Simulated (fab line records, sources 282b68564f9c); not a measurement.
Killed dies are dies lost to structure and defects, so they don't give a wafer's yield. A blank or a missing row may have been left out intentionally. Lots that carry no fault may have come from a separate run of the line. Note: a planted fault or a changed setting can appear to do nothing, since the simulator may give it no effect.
fab line records	flow ritCmos
record: lots: 6	wafers: 18	lastDay: 7
route steps=202 shown SPACER@127 NSD@131 PSD@143 SDANNEAL@153 M1@202
lots untouched by any fault: they come from a run of this same line in which no faults occurred
startH: hours from the record's opening day to when the first of the lot's shown wafers began	waitH: hours elapsed since this lot's preceding step	" as in the row above	L1.1+2: several wafers, shown together as one row	- value missing, or start not given	* or withheld: withheld	< > ~ a bound
route shown NAME@n: names a module that has steps shown in the file, with the first one's number in the route	usual: the fault-free wafers' mean and standard deviation	same: alike in all rows	chamber/n: place in a boat	sites: per-site readings	_std_site: the standard deviation of these	_edge_site: outer sites' mean less inner sites'	radiusMm: for every site, how far away it sits from the centre of the wafer	mask NAME#n: copy n	behind: tool/chamber where the wafer was last shaped	hold: why the lot went on hold/how many hours it stayed there/how the hold came to an end	device: the n, p or np transistor that did not switch	end of line: the same wafers' tests at the end of the route	for a step that has no rows: nothing shown but its recipe	killed: count of dies lost to structure and defects at first sort (not the wafer's yield)	map: shows each die of a wafer: x if killed, . if not, _ if none is there
set.NAME: the setting as run; set.NAME@STEP: as run at that earlier step	model.NAME: the simulator's own value behind a step, which no gauge read
lots at selected steps of the route; one table per step, one row per wafer
services: the hour from which a tool's chamber was out of use, counted from the record's first day as startH (under 0 if before that day), plus the number of hours and why
== steps ==
step: RIT_SPACER_CLEAN_02
recipe: chemistry: SC2	mix: 3:3:50	timeS: 600	tempC: 75	dry: n2Spin
step: RIT_SPACER_CVD_03
recipe: material: Si3N4	targetThkNm: 250	tempC: 810	precursor: SiH2Cl2/NH3	timeS: 3300	pressureMtorr: 300	sih2cl2FlowSccm: 60	nh3FlowSccm: 150
step: RIT_SPACER_THK_MEAS_04
recipe: reads: Si3N4_of_SPACER_CVD_03
usual: SPACER_NITRIDE_THK: 251.7/2.5
lot.wafer	tool	chamber	startH	waitH	SPACER_NITRIDE_THK[nm]
L167.2	filmMetro-04	-	62.68	0.0	248.6
L167.4	"	-	"	"	251.4
L167.6	"	-	"	"	250.0
L172.2	filmMetro-01	-	87.42	0.0	256.1
L172.4	"	-	"	"	256.9
L172.5	"	-	"	"	256.8
L177.2	filmMetro-01	-	109.85	0.0	253.7
L177.3	"	-	"	"	250.8
L177.4	"	-	"	"	253.1
L178.3	filmMetro-01	-	115.14	0.0	249.8
L178.4	"	-	"	"	247.3
L178.5	"	-	"	"	249.9
L181.2	filmMetro-02	-	127.55	0.0	252.3
L181.5	"	-	"	"	251.5
L181.6	"	-	"	"	252.6
L188.1	filmMetro-02	-	164.89	0.0	252.7
L188.5	"	-	"	"	252.2
L188.6	"	-	"	"	254.5
step: RIT_SPACER_ETCHBACK_05
recipe: targetDepthA: 2500	SF6_flow_sccm: 30	CHF3_flow_sccm: 30	target: Si3N4	chemistry: SF6/CHF3	pressureMtorr: 40	rfW: 250	timeS: 240	stopOn: SiO2
usual: drypumpMotorCurrentA: 5.8/0.36	oesProductAu: 0.849/0.015	throttleValvePct: 10.35/0.19
lot.wafer	tool	chamber	startH	waitH	drypumpMotorCurrentA	oesProductAu	rfHoursCounterH	throttleValvePct
L167.2	rieDiel-01	3	62.73	0.0	5.2	0.855	22	10.62
L167.4	"	0	"	"	5.7	0.826	-	10.59
L167.6	"	1	"	"	5.5	0.864	-	10.32
L172.2	rieDiel-04	0	87.47	0.0	6.0	0.860	91	10.48
L172.4	"	3	"	"	5.8	0.849	53	10.22
L172.5	"	0	"	"	6.0	0.863	-	10.49
L177.2	rieDiel-01	2	109.90	0.0	6.0	0.872	143	10.24
L177.3	"	1	"	"	5.4	0.871	47	10.32
L177.4	"	3	"	"	5.3	0.859	23	10.61
L178.3	rieDiel-01	2	115.18	0.0	6.0	0.862	143	10.24
L178.4	"	1	"	"	5.4	0.859	47	10.31
L178.5	"	1	"	"	5.4	0.856	-	10.31
L181.2	rieDiel-01	0	127.60	0.0	5.7	0.834	41	10.60
L181.5	"	0	"	"	5.7	0.835	-	10.58
L181.6	"	3	"	"	5.3	0.849	-	10.61
L188.1	rieDiel-01	2	164.95	0.1	6.0	0.870	143	10.24
L188.5	"	0	"	"	5.7	0.833	-	10.58
L188.6	"	3	"	"	5.2	0.861	-	10.62
step: RIT_NSD_HMDS_00
recipe: primeTimeS: 60	primeTempC: 140
step: RIT_NSD_COAT_01
recipe: resist: NOVOLAK	spinRpm: 3250	resistThkNm: 1000
step: RIT_NSD_SOFTBAKE_02
recipe: resist: NOVOLAK	tempC: 90	timeS: 60
step: RIT_NSD_EXPOSE_03
recipe: maskId: M9	na: 0.57	targetCdNm: 40700	doseMj: 250
step: RIT_NSD_PEB_04
recipe: resist: NOVOLAK	tempC: withheld	timeS: withheld
step: RIT_NSD_DEVELOP_05
recipe: resist: NOVOLAK	developTimeS: 50	devTempC: 23
step: RIT_NSD_OVL_MEAS_06
usual: NSD_OVL: 0.0/1.5
lot.wafer	tool	chamber	startH	waitH	NSD_OVL[nm]
L167.2	overlay-01	-	63.87	-	1.3
L167.4	"	-	"	"	-0.4
L167.6	"	-	"	"	-1.5
L172.2	overlay-01	-	88.48	-	1.6
L172.4	"	-	"	"	1.3
L172.5	"	-	"	"	0.9
L177.2	overlay-02	-	110.97	-	0.3
L177.3	"	-	"	"	1.2
L177.4	"	-	"	"	0.6
L178.3	overlay-02	-	116.32	-	-0.8
L178.4	"	-	"	"	-0.8
L178.5	"	-	"	"	-0.4
L181.2	overlay-01	-	128.89	-	1.9
L181.5	"	-	"	"	-0.3
L181.6	"	-	"	"	0.8
L188.1	overlay-02	-	166.08	-	2.1
L188.5	"	-	"	"	2.4
L188.6	"	-	"	"	2.7
step: RIT_NSD_HARDBAKE_07
recipe: resist: NOVOLAK	tempC: 140	timeS: 60
step: RIT_NSD_IMPLANT_08
recipe: species: P	energyKev: 25	doseCm2: 1e+15	tiltDeg: 7
usual: beamOnS: 10.00/0.17	endStationPressureTorr: 7.5e-06/4.1e-07	faradayCurrentUA: 3133/54
lot.wafer	tool	chamber	startH	waitH	beamOnS	endStationPressureTorr	faradayCurrentUA
L167.2	implanter-03	0	64.07	0.1	9.88	7.7e-06	3176
L167.4	"	0	"	"	9.88	7.6e-06	3176
L167.6	"	0	"	"	10.06	8.4e-06	3107
L172.2	implanter-02	0	88.68	0.1	9.94	7.1e-06	3133
L172.4	"	0	"	"	9.95	7.9e-06	3119
L172.5	"	0	"	"	9.93	7.4e-06	3156
L177.2	implanter-02	0	111.17	0.1	14.10	7e-06	2218
L177.3	"	0	"	"	14.39	6.6e-06	2180
L177.4	"	0	"	"	14.29	6.8e-06	2201
L178.3	implanter-03	0	116.54	0.1	9.60	7.6e-06	3271
L178.4	"	0	"	"	9.96	8e-06	3136
L178.5	"	0	"	"	10.02	7.1e-06	3122
L181.2	implanter-02	0	129.09	0.1	14.13	7.5e-06	2219
L181.5	"	0	"	"	14.51	6.2e-06	2160
L181.6	"	0	"	"	14.19	7.3e-06	2207
L188.1	implanter-04	0	166.26	0.1	9.91	8.2e-06	3154
L188.5	"	0	"	"	10.30	7.8e-06	3030
L188.6	"	0	"	"	10.20	7.3e-06	3075
step: RIT_NSD_STRIP_09
recipe: chemistry: O2	timeS: 180	resist: NOVOLAK	platenTempC: withheld	powerW: 500	pressureMtorr: 4000	o2FlowSccm: 4000
usual: drypumpMotorCurrentA: 5.6/0.36
lot.wafer	tool	chamber	startH	waitH	drypumpMotorCurrentA	rfHoursCounterH
L167.2	plasmaAsher-03	1	64.20	0.1	5.5	42
L167.4	"	0	"	"	5.1	-
L167.6	"	1	"	"	5.5	-
L172.2	plasmaAsher-02	1	88.81	0.1	4.9	43
L172.4	"	0	"	"	5.6	-
L172.5	"	1	"	"	4.9	-
L177.2	plasmaAsher-02	1	111.30	0.1	4.9	46
L177.3	"	1	"	"	4.9	-
L177.4	"	0	"	"	5.6	-
L178.3	plasmaAsher-02	1	116.70	0.1	4.9	-
L178.4	"	0	"	"	5.6	-
L178.5	"	1	"	"	4.9	-
L181.2	plasmaAsher-01	1	129.22	0.1	5.8	1
L181.5	"	1	"	"	5.8	-
L181.6	"	0	"	"	5.9	-
L188.1	plasmaAsher-01	1	166.41	0.1	5.8	6
L188.5	"	0	"	"	5.9	-
L188.6	"	1	"	"	5.8	-
step: RIT_NSD_TW_MEAS_10
usual: NSD_TW: 3120/20
lot.wafer	tool	chamber	startH	waitH	hold	NSD_TW
L167.2	filmMetro-03	-	64.38	0.1	-	3093
L167.4	"	-	"	"	-	3101
L167.6	"	-	"	"	-	3083
L172.2	filmMetro-03	-	88.99	0.1	-	3098
L172.4	"	-	"	"	-	3104
L172.5	"	-	"	"	-	3100
L177.2	filmMetro-04	-	111.48	0.1	awaitDispo/0.2h/release	3347
L177.3	"	-	"	"	awaitDispo/0.2h/release	3344
L177.4	"	-	"	"	awaitDispo/0.2h/release	3348
L177.2	filmMetro-04	-	111.71	0.2	-	3364
L177.3	"	-	"	"	-	3344
L177.4	"	-	"	"	-	3340
L178.3	filmMetro-03	-	116.84	0.1	-	3104
L178.4	"	-	"	"	-	3106
L178.5	"	-	"	"	-	3130
L181.2	filmMetro-04	-	129.40	0.1	awaitDispo/0.2h/release	3350
L181.5	"	-	"	"	awaitDispo/0.2h/release	3367
L181.6	"	-	"	"	awaitDispo/0.2h/release	3344
L181.2	filmMetro-04	-	129.63	0.2	-	3348
L181.5	"	-	"	"	-	3356
L181.6	"	-	"	"	-	3350
L188.1	filmMetro-04	-	166.59	0.1	-	3143
L188.5	"	-	"	"	-	3147
L188.6	"	-	"	"	-	3139
step: RIT_PSD_COAT_01
recipe: resist: NOVOLAK	spinRpm: 3250	resistThkNm: 1000
step: RIT_PSD_SOFTBAKE_02
recipe: resist: NOVOLAK	tempC: 90	timeS: 60
step: RIT_PSD_EXPOSE_03
recipe: maskId: M10	na: 0.57	targetCdNm: 40900	doseMj: 250
step: RIT_PSD_PEB_04
recipe: resist: NOVOLAK	tempC: withheld	timeS: withheld
step: RIT_PSD_DEVELOP_05
recipe: resist: NOVOLAK	developTimeS: 50	devTempC: 23
step: RIT_PSD_OVL_MEAS_06
usual: PSD_OVL: 0.9/1.3
lot.wafer	tool	chamber	startH	waitH	PSD_OVL[nm]
L167.2	overlay-02	-	65.44	-	1.3
L167.4	"	-	"	"	-0.4
L167.6	"	-	"	"	-1.1
L172.2	overlay-01	-	89.90	-	0.8
L172.4	"	-	"	"	2.7
L172.5	"	-	"	"	2.2
L178.3	overlay-01	-	117.86	-	1.4
L178.4	"	-	"	"	-0.6
L178.5	"	-	"	"	0.4
L177.2	overlay-01	-	122.03	-	1.5
L177.3	"	-	"	"	4.3
L177.4	"	-	"	"	1.4
L181.2	overlay-01	-	133.88	-	1.4
L181.5	"	-	"	"	1.0
L181.6	"	-	"	"	0.2
L188.1	overlay-01	-	167.95	-	0.5
L188.5	"	-	"	"	0.5
L188.6	"	-	"	"	1.5
step: RIT_PSD_HARDBAKE_07
recipe: resist: NOVOLAK	tempC: 140	timeS: 60
step: RIT_PSD_IMPLANT_08
recipe: species: BF2	energyKev: 27	doseCm2: 5e+15	tiltDeg: 7
step: RIT_PSD_STRIP_09
recipe: chemistry: O2	timeS: 180	resist: NOVOLAK	platenTempC: withheld	powerW: 500	pressureMtorr: 4000	o2FlowSccm: 4000
usual: drypumpMotorCurrentA: 5.7/0.4
lot.wafer	tool	chamber	startH	waitH	drypumpMotorCurrentA	rfHoursCounterH
L167.2	plasmaAsher-04	0	65.77	0.1	6.1	27
L167.4	"	0	"	"	6.1	-
L167.6	"	1	"	"	5.2	-
L172.2	plasmaAsher-04	1	90.23	0.1	5.3	30
L172.4	"	1	"	"	5.3	-
L172.5	"	1	"	"	5.2	-
L178.3	plasmaAsher-04	1	118.31	0.1	5.3	-
L178.4	"	0	"	"	6.1	-
L178.5	"	0	"	"	6.1	-
L177.2	plasmaAsher-04	0	122.36	0.1	6.1	33
L177.3	"	1	"	"	5.3	-
L177.4	"	0	"	"	6.1	-
L181.2	plasmaAsher-04	0	134.28	0.1	6.1	35
L181.5	"	0	"	"	6.1	-
L181.6	"	1	"	"	5.3	-
L188.1	plasmaAsher-04	1	168.30	0.1	5.2	39
L188.5	"	1	"	"	5.3	-
L188.6	"	0	"	"	6.1	-
step: RIT_PSD_TW_MEAS_10
usual: PSD_TW: 3427/20
lot.wafer	tool	chamber	startH	waitH	PSD_TW
L167.2	filmMetro-04	-	65.95	0.1	3464
L167.4	"	-	"	"	3454
L167.6	"	-	"	"	3443
L172.2	filmMetro-02	-	90.41	0.1	3450
L172.4	"	-	"	"	3461
L172.5	"	-	"	"	3426
L178.3	filmMetro-03	-	118.44	0.1	3407
L178.4	"	-	"	"	3408
L178.5	"	-	"	"	3425
L177.2	filmMetro-03	-	122.55	0.1	3404
L177.3	"	-	"	"	3425
L177.4	"	-	"	"	3420
L181.2	filmMetro-03	-	134.46	0.1	3440
L181.5	"	-	"	"	3412
L181.6	"	-	"	"	3419
L188.1	filmMetro-02	-	168.47	0.1	3430
L188.5	"	-	"	"	3414
L188.6	"	-	"	"	3421
step: RIT_SDANNEAL_CLEAN_00
recipe: chemistry: SC1	mix: 3:3:50	timeS: 600	tempC: 75
step: RIT_SDANNEAL_CLEAN_01
recipe: chemistry: dHF	dilution: 50:1	timeS: 30
step: RIT_SDANNEAL_CLEAN_02
recipe: chemistry: SC2	mix: 3:3:50	timeS: 600	tempC: 75	dry: n2Spin
step: RIT_SDANNEAL_RTA_03
recipe: tempC: 1050	timeS: 5	idleTempC: 600	rampUpCPerS: 342	rampDownCPerS: 171	coolToC: 600	ambient: N2
usual: annealTempCMax: 1055.5/1.1	wafer_temp_C_max: 1053.5/1.2
lot.wafer	tool	chamber	startH	waitH	annealTempCMax	wafer_temp_C_max
L167.2	rtpAnneal-01	0	66.41	0.0	1055.1	1053.1
L167.4	"	0	"	"	1055.3	1053.8
L167.6	"	0	"	"	1055.7	1052.5
L172.2	rtpAnneal-01	0	90.86	0.0	1055.5	1052.7
L172.4	"	0	"	"	1054.0	1054.5
L172.5	"	0	"	"	1054.6	1052.8
L178.3	rtpAnneal-01	0	118.87	0.0	1055.6	1052.6
L178.4	"	0	"	"	1053.5	1053.1
L178.5	"	0	"	"	1055.5	1053.6
L177.2	rtpAnneal-01	0	123.01	0.0	1055.1	1052.2
L177.3	"	0	"	"	1054.2	1052.6
L177.4	"	0	"	"	1056.0	1052.4
L181.2	rtpAnneal-01	0	135.16	0.0	1056.5	1053.8
L181.5	"	0	"	"	1056.5	1053.4
L181.6	"	0	"	"	1055.5	1053.3
L188.1	rtpAnneal-02	0	168.93	0.0	1056.5	1054.0
L188.5	"	0	"	"	1054.9	1053.8
L188.6	"	0	"	"	1056.8	1052.5
step: RIT_SDANNEAL_RS_MEAS_04
recipe: thkMeasGauge: four-point-probe
usual: PSD_RS: 115.9/0.31
lot.wafer	tool	chamber	startH	waitH	PSD_RS[ohm/sq]
L167.2	filmMetro-03	-	66.48	0.1	116.2
L167.4	"	-	"	"	115.9
L167.6	"	-	"	"	115.8
L172.2	filmMetro-04	-	90.93	0.1	116.0
L172.4	"	-	"	"	116.0
L172.5	"	-	"	"	116.2
L178.3	filmMetro-02	-	118.95	0.1	115.8
L178.4	"	-	"	"	115.7
L178.5	"	-	"	"	115.5
L177.2	filmMetro-03	-	123.08	0.1	116.2
L177.3	"	-	"	"	116.3
L177.4	"	-	"	"	116.5
L181.2	filmMetro-03	-	135.40	0.2	116.2
L181.5	"	-	"	"	116.0
L181.6	"	-	"	"	116.2
L188.1	filmMetro-03	-	168.99	0.0	116.1
L188.5	"	-	"	"	116.2
L188.6	"	-	"	"	115.7
step: RIT_SDANNEAL_RS_MEAS_05
recipe: thkMeasGauge: four-point-probe
usual: NSD_RS: 84.60/0.29
lot.wafer	tool	chamber	startH	waitH	hold	NSD_RS[ohm/sq]
L167.2	filmMetro-03	-	66.60	0.1	-	84.93
L167.4	"	-	"	"	-	84.80
L167.6	"	-	"	"	-	85.13
L172.2	filmMetro-04	-	91.05	0.1	-	84.71
L172.4	"	-	"	"	-	84.90
L172.5	"	-	"	"	-	84.72
L178.3	filmMetro-02	-	119.07	0.1	-	84.55
L178.4	"	-	"	"	-	84.33
L178.5	"	-	"	"	-	84.20
L177.2	filmMetro-03	-	123.20	0.1	awaitDispo/0.2h/release	64.48
L177.3	"	-	"	"	awaitDispo/0.2h/release	64.54
L177.4	"	-	"	"	awaitDispo/0.2h/release	64.41
L177.2	filmMetro-03	-	123.48	0.3	-	64.54
L177.3	"	-	"	"	-	64.40
L177.4	"	-	"	"	-	64.29
L181.2	filmMetro-03	-	135.52	0.1	awaitDispo/0.2h/release	64.43
L181.5	"	-	"	"	awaitDispo/0.2h/release	64.47
L181.6	"	-	"	"	awaitDispo/0.2h/release	64.44
L181.2	filmMetro-03	-	135.81	0.3	-	64.26
L181.5	"	-	"	"	-	64.58
L181.6	"	-	"	"	-	64.49
L188.1	filmMetro-03	-	169.11	0.1	-	84.04
L188.5	"	-	"	"	-	84.15
L188.6	"	-	"	"	-	84.34
step: RIT_M1_PROBE_99
usual: defectLimitedYield: 97.4/1.2	killedAtContacts: 0.0/0.22	killedAtFrontEnd: 7/3.1	killedDies: 7/3.1	killedOpen: 3.5/2	killedShort: 3.3/2	sort_bin_3_pad_short: 0.1/0.19	sort_bin_5_function: 1.5/0.87	sort_bin_6_memory: 0.9/0.59	sortNPass: 257/3.1	sortYieldPct: 97.4/1.2
same: grossDies: 264	killed_at_M0_to_M3: 0	killed_at_M4_up: 0	killedAtBackSide: 0	killedAtOther: 0
lot.wafer	tool	chamber	startH	waitH	defectLimitedYield[%]	killedAtContacts	killedAtFrontEnd	killedDies	killedOpen	killedShort	sort_bin_3_pad_short[%]	sort_bin_5_function[%]	sort_bin_6_memory[%]	sortNPass	sortYieldPct[%]
L167.2	prober-02	-	74.39	0.1	98.9	0	3	3	2	1	0	0.4	0.8	261	98.9
L167.4	prober-02	-	74.49	0.2	97.3	0	7	7	4	3	0	1.9	0.8	257	97.3
L167.6	prober-02	-	74.59	0.2	96.2	0	10	10	7	3	0.4	1.9	1.5	254	96.2
L172.2	prober-01	-	98.72	0.1	98.5	0	4	4	2	2	0	1.1	0.4	260	98.5
L172.4	prober-01	-	98.82	0.2	95.5	0	12	12	5	7	0	3.8	0.8	252	95.5
L172.5	prober-01	-	98.87	0.2	97.0	0	8	8	4	4	0	1.9	1.1	256	97.0
L178.3	prober-01	-	126.51	0.2	95.5	1	11	12	3	9	0	3.4	1.1	252	95.5
L178.4	prober-01	-	126.56	0.2	95.8	0	11	11	5	6	0	3.0	1.1	253	95.8
L178.5	prober-01	-	126.61	0.2	97.3	0	7	7	5	2	0	1.9	0.8	257	97.3
L188.1	prober-01	-	176.22	0.1	98.5	0	4	4	0	4	0	0.8	0.8	260	98.5
L188.5	prober-01	-	176.42	0.2	95.8	0	11	11	9	2	0	2.7	1.5	253	95.8
L188.6	prober-01	-	176.47	0.2	95.8	0	11	11	6	5	0	2.3	1.9	253	95.8
killed by level:class
L167.2 SPACER:geometricParticle:open=2 SILICIDE:geometricParticle:short=1
L167.4 FOX2:geometricParticle:short=2 GATE:geometricParticle:open=2 ACTIVE:geometricParticle:open=1 FOX2:geometricParticle:open=1 GATE:geometricParticle:short=1
L167.6 GATE:geometricParticle:open=2 REOX:geometricParticle:short=2 SPACER:geometricParticle:open=2 ACTIVE:geometricParticle:open=1 FOX2:geometricParticle:open=1 REOX:geometricParticle:open=1 SPACER:geometricParticle:short=1
L172.2 GATE:geometricParticle:short=1 SPACER:geometricParticle:short=1 SPACER:geometricParticle:open=1 SILICIDE:geometricParticle:open=1
L172.4 SILICIDE:geometricParticle:short=4 SPACER:geometricParticle:short=2 SPACER:geometricParticle:open=2 GATE:geometricParticle:short=1 GATE:geometricParticle:open=1 REOX:geometricParticle:open=1 SILICIDE:geometricParticle:open=1
L172.5 GATE:geometricParticle:open=2 GATE:geometricParticle:short=2 FOX2:geometricParticle:short=1 SPACER:geometricParticle:short=1 SPACER:geometricParticle:open=1 SILICIDE:geometricParticle:open=1
L178.3 GATE:geometricParticle:short=3 FOX1:geometricParticle:short=2 SILICIDE:geometricParticle:short=2 FOX1:geometricParticle:open=1 FOX2:geometricParticle:open=1 GATE:geometricParticle:open=1 SPACER:geometricParticle:short=1 CONTACT:geometricParticle:short=1
L178.4 FOX1:geometricParticle:short=2 FOX1:geometricParticle:open=2 GATE:geometricParticle:short=2 SPACER:geometricParticle:open=2 FOX2:geometricParticle:short=1 GATE:geometricParticle:open=1 SILICIDE:geometricParticle:short=1
L178.5 FOX1:geometricParticle:open=2 GATE:geometricParticle:open=2 GATE:geometricParticle:short=1 SILICIDE:geometricParticle:short=1 SILICIDE:geometricParticle:open=1
L188.1 GATE:geometricParticle:short=3 SPACER:geometricParticle:short=1
L188.5 FOX2:geometricParticle:open=3 GATE:geometricParticle:short=2 GATE:geometricParticle:open=2 SILICIDE:geometricParticle:open=2 FOX1:geometricParticle:open=1 REOX:geometricParticle:open=1
L188.6 GATE:geometricParticle:open=4 GATE:geometricParticle:short=4 FOX1:geometricParticle:open=1 REOX:geometricParticle:open=1 REOX:geometricParticle:short=1
== services ==
tool	chamber	startH	hours	kind
rtpAnneal-02	-	40.41	84.2	pm
rieDiel-01	-	54.27	2.8	pm
rieDiel-01	1	57.85	2.4	repair
implanter-03	-	67.24	5.5	repair
implanter-04	-	72.57	1.8	repair
plasmaAsher-02	-	75.76	0.5	repair
rieDiel-01	2	78.85	6.7	repair
implanter-04	-	81.14	3.6	pm
plasmaAsher-01	-	81.88	3.2	repair
rieDiel-04	-	91.95	0.8	repair
plasmaAsher-01	-	108.75	9.0	pm
plasmaAsher-01	0	108.75	9.0	ventCycle
plasmaAsher-01	1	108.75	9.0	ventCycle
plasmaAsher-01	-	110.76	0.7	repair
plasmaAsher-01	0	117.75	-	clean
plasmaAsher-01	1	117.75	-	clean
rieDiel-01	2	117.91	7.0	repair
plasmaAsher-02	-	124.14	9.8	repair
implanter-02	-	128.18	0.7	repair
rieDiel-01	-	129.66	14.6	pm
implanter-04	-	132.80	1.8	repair
rieDiel-04	1	142.23	5.8	repair
rieDiel-04	-	146.34	1.0	repair
== key ==
firstSign: step: RIT_NSD_IMPLANT_08	reading: beamOnS	direction: up	sigmas: 25	usual: 10.00	struck: 14.27
effect: step: RIT_NSD_IMPLANT_08	reading: faradayCurrentUA	direction: down	sigmas: 17	usual: 3133	struck: 2198
effect: step: RIT_NSD_TW_MEAS_10	reading: visit	direction: added
effect: step: RIT_NSD_TW_MEAS_10	reading: NSD_TW	direction: up	sigmas: 12	usual: 3120	struck: 3350
effect: step: RIT_SDANNEAL_RS_MEAS_05	reading: visit	direction: added
effect: step: RIT_SDANNEAL_RS_MEAS_05	reading: NSD_RS	direction: down	sigmas: 69	usual: 84.60	struck: 64.46
metAt RIT_NSD_IMPLANT_08
struckWafers L177.2,L177.3,L177.4,L181.2,L181.5,L181.6
scrappedBehind RIT_SDANNEAL_RS_MEAS_05 L177.2,L177.3,L177.4,L181.2,L181.5,L181.6
onsetBetween 88.68 111.17
fault: kind: processParameterDrift	tool: implanter-02	chamber: -	onsetH: 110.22	steps: RIT_NSD_IMPLANT_08	channel: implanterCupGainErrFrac	offset: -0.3	shape: step	endH: 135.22
